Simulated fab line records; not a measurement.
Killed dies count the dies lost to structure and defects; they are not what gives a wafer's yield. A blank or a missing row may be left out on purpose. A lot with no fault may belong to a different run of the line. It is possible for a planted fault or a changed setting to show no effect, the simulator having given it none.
Matching of chambers ; flow berkeley-cmos170 ; UCB170_PLDD_CLEAN_12 on wet-bench-01 has 3 sister chambers
The step cleans in SPM, time 600 s. 3 wafers are shown with their chamber, then 4 later ones without.

WAFERS WITH THEIR CHAMBER
wafer;chamber;bath-guard-temp-C (C)
L460.5;1;119.8
L477.5;0;120.2
L479.4;3;119.2

WAFERS MISSING THEIR CHAMBER
wafer;bath-guard-temp-C (C)
L479.5;119.0
L481.1;120.2
L481.5;119.6
L481.6;119.7

WHICH CHAMBER EACH ONE RAN IN
wafer;from the rows above;in truth
L479.5;3;3
L481.1;0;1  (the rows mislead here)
L481.5;can't be placed: 1 or 3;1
L481.6;1;1
Correctly placed: 2 of 4. Not placeable from these rows: 1 (in 1, the candidates include the true chamber). 1 placed wrongly.
How it was worked out, from the rows above alone: a wafer's distance from a chamber is the root of the sum, over the readings, of the square of ((its reading less the chamber's mean) divided by the reading's scatter). If the next closest chamber is less than 2 further off than the closest, the wafer can't be placed; otherwise it belongs to the closest. The mean given for a chamber averages the wafers shown for that chamber. The scatter: with one shown wafer a chamber, the root of the mean of the squares of how far each hidden wafer lies from its nearest shown one.
